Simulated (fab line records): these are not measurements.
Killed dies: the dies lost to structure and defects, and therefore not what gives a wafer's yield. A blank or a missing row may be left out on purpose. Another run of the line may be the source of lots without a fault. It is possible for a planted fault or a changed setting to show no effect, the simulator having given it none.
Which of the tools did it? | flow berkeley cmos170 | Sampling: 14 lots, 42 wafers, 4 of 331 route steps

== WHAT THE GAUGES SHOWED, per wafer ==
UCB170_V1_THK_MEAS_01.
lot  | measured     | on            | V1_TEOS_THK (nm)
L973 | day 8 14:28  | film metro-02 | 1970 1955 1992
L974 | day 8 17:08  | film metro-03 | 2000 1980 2005
L975 | day 8 20:03  | film metro-02 | 1968 2016 2015
L976 | day 8 21:22  | film metro-02 | 1979 1985 1971
L980 | day 9 19:31  | film metro-02 | 1981 2026 1999
L977 | day 9 20:47  | film metro-04 | 1966 1998 1991
L979 | day 9 20:49  | film metro-03 | 2014 1984 1999
L982 | day 10 15:35 | film metro-02 | 3945 4049 4016
L985 | day 11 10:21 | film metro-03 | 3903 3974 3946
L990 | day 12 23:35 | film metro-03 | 1997 1972 2009
L993 | day 12 23:35 | film metro-04 | 1984 2015 2015
L994 | day 12 23:44 | film metro-03 | 1987 1964 2006
L996 | day 13 08:52 | film metro-03 | 1984 1986 2015
L995 | day 13 12:43 | film metro-02 | 1947 1965 1999

== TOOL THAT RAN EACH LOT (tool first, then ch and the chambers of the sampled wafers, then the start) ==
lot  | UCB170_SDANNEAL_RTA_01           | UCB170_CONTACT_ETCH_17             | UCB170_V1_CVD_00
L973 | rtp anneal-01 ch 0, day 8 04:47  | rie diel-03 ch 0,2,3, day 8 09:46  | pecvd-02 ch 0,1,2, day 8 14:19
L974 | rtp anneal-01 ch 0, day 8 05:14  | rie diel-04 ch 0,1,3, day 8 11:55  | pecvd-02 ch 0,1, day 8 16:58
L975 | rtp anneal-02 ch 0, day 8 10:45  | rie diel-04 ch 0,1,2, day 8 16:07  | pecvd-02 ch 0,1, day 8 19:53
L976 | rtp anneal-01 ch 0, day 8 11:11  | rie diel-03 ch 2,3, day 8 16:45    | pecvd-03 ch 0,1,2, day 8 21:13
L980 | rtp anneal-01 ch 0, day 9 07:44  | rie diel-02 ch 1,2,3, day 9 15:40  | pecvd-02 ch 0,2, day 9 19:17
L977 | rtp anneal-02 ch 0, day 9 08:14  | rie diel-04 ch 0,2,3, day 9 15:49  | pecvd-03 ch 1,2, day 9 20:37
L979 | rtp anneal-01 ch 0, day 9 08:20  | rie diel-03 ch 1,2,3, day 9 16:04  | pecvd-04 ch 0,1,2, day 9 20:42
L982 | rtp anneal-02 ch 0, day 10 04:26 | rie diel-04 ch 0,1,2, day 10 10:01 | pecvd-02 ch 1,2, day 10 15:05
L985 | rtp anneal-02 ch 0, day 10 22:59 | rie diel-02 ch 0,2,3, day 11 04:58 | pecvd-03 ch 1,2, day 11 09:51
L990 | rtp anneal-02 ch 0, day 12 11:05 | rie diel-03 ch 0,2,3, day 12 18:16 | pecvd-02 ch 0,1,2, day 12 23:26
L993 | rtp anneal-01 ch 0, day 12 11:38 | rie diel-02 ch 0,3, day 12 18:38   | pecvd-04 ch 0,1,2, day 12 23:26
L994 | rtp anneal-02 ch 0, day 12 12:16 | rie diel-02 ch 1,3, day 12 18:59   | pecvd-02 ch 0,2, day 12 23:35
L996 | rtp anneal-01 ch 0, day 12 22:24 | rie diel-02 ch 0,1,3, day 13 03:11 | pecvd-03 ch 0,2, day 13 08:43
L995 | rtp anneal-02 ch 0, day 12 22:58 | rie diel-03 ch 1,3, day 13 06:41   | pecvd-04 ch 1,2, day 13 12:26
- UCB170_SDANNEAL_RTA_01: time 5 s.
- UCB170_CONTACT_ETCH_17: etches BARC in N2/H2.
- UCB170_V1_CVD_00: deposits SiO2 from TEOS/O2, target thk 2000 nm, time 250 s.

== WHAT THE TOOLS THEMSELVES READ (means of the sampled wafers that have a number; where no wafer has one, the mark that the record gives instead) ==
UCB170_SDANNEAL_RTA_01.
lot  | tool          | lamp power pct (%) | wafer_temp_C_max
L973 | rtp anneal-01 | 37.7               | 1054.9
L974 | rtp anneal-01 | 37.7               | 1055.1
L975 | rtp anneal-02 | 34.0               | 1053.2
L976 | rtp anneal-01 | 37.7               | 1053.7
L980 | rtp anneal-01 | 37.7               | 1055.0
L977 | rtp anneal-02 | 34.0               | 1053.0
L979 | rtp anneal-01 | 37.7               | 1054.4
L982 | rtp anneal-02 | 34.0               | 1052.6
L985 | rtp anneal-02 | 33.9               | 1053.2
L990 | rtp anneal-02 | 34.0               | 1052.8
L993 | rtp anneal-01 | 37.7               | 1054.0
L994 | rtp anneal-02 | 33.9               | 1052.5
L996 | rtp anneal-01 | 37.7               | 1054.0
L995 | rtp anneal-02 | 33.9               | 1052.4

UCB170_CONTACT_ETCH_17.
lot  | tool        | drypump motor current A (A) | oes product au (a.u.) | throttle valve pct (%)
L973 | rie diel-03 | 5.6                         | 0.991                 | 13.32
L974 | rie diel-04 | 5.4                         | 0.993                 | 13.47
L975 | rie diel-04 | 5.7                         | 0.996                 | 13.41
L976 | rie diel-03 | 6.0                         | 0.984                 | 13.26
L980 | rie diel-02 | 6.2                         | 0.997                 | 13.18
L977 | rie diel-04 | 5.7                         | 0.995                 | 13.42
L979 | rie diel-03 | 5.8                         | 0.993                 | 13.23
L982 | rie diel-04 | 5.8                         | 0.999                 | 13.41
L985 | rie diel-02 | 6.3                         | 0.998                 | 13.19
L990 | rie diel-03 | 5.6                         | 0.989                 | 13.33
L993 | rie diel-02 | 6.4                         | 1.003                 | 13.37
L994 | rie diel-02 | 6.3                         | 1.007                 | 13.26
L996 | rie diel-02 | 6.3                         | 1.012                 | 13.28
L995 | rie diel-03 | 5.6                         | 1.007                 | 13.21

UCB170_V1_CVD_00.
lot  | tool     | heater power w (W)
L973 | pecvd-02 | 294
L974 | pecvd-02 | 260
L975 | pecvd-02 | 241
L976 | pecvd-03 | 193
L980 | pecvd-02 | 200
L977 | pecvd-03 | 217
L979 | pecvd-04 | 240
L982 | pecvd-02 | 272
L985 | pecvd-03 | 198
L990 | pecvd-02 | 262
L993 | pecvd-04 | 220
L994 | pecvd-02 | 254
L996 | pecvd-03 | 205
L995 | pecvd-04 | 277

== THE ANSWER, worked out from the rows above alone ==
Rule: the usual values come from the lots themselves. The widest of any qualifying gaps counts: lots, ordered by their means at a reading, are off when they make up no more than a third of the lots, leave a main group of 4 or more, and stand apart from it by 3 or more times the standard deviation of that group's means. Not used: any main group whose means are identical at the precision the tables above print for the reading. Also off: a lot with no number at a reading for which 4 or more lots have one. Any other lot the step has rows for is counted as sound. The gauges are gone through in route order, then the tools' own readings, and for those a lot's mean is taken as printed above. At the first step where some lot is off, the reading lying furthest off is the one used; lots without a number count as furthest.
Off: L982, L985, seen at UCB170_V1_THK_MEAS_01 (V1_TEOS_THK). Mean 1990 nm and standard deviation 11 in the main group.
If a tool, at a process step before that reading, ran all the lots that are off and no sound lot after the first of them, it fits. The gauges at UCB170_V1_THK_MEAS_01 are tried like those tools. No candidate that was tried fits.

== WHAT THE SIMULATOR HAD INSERTED ==
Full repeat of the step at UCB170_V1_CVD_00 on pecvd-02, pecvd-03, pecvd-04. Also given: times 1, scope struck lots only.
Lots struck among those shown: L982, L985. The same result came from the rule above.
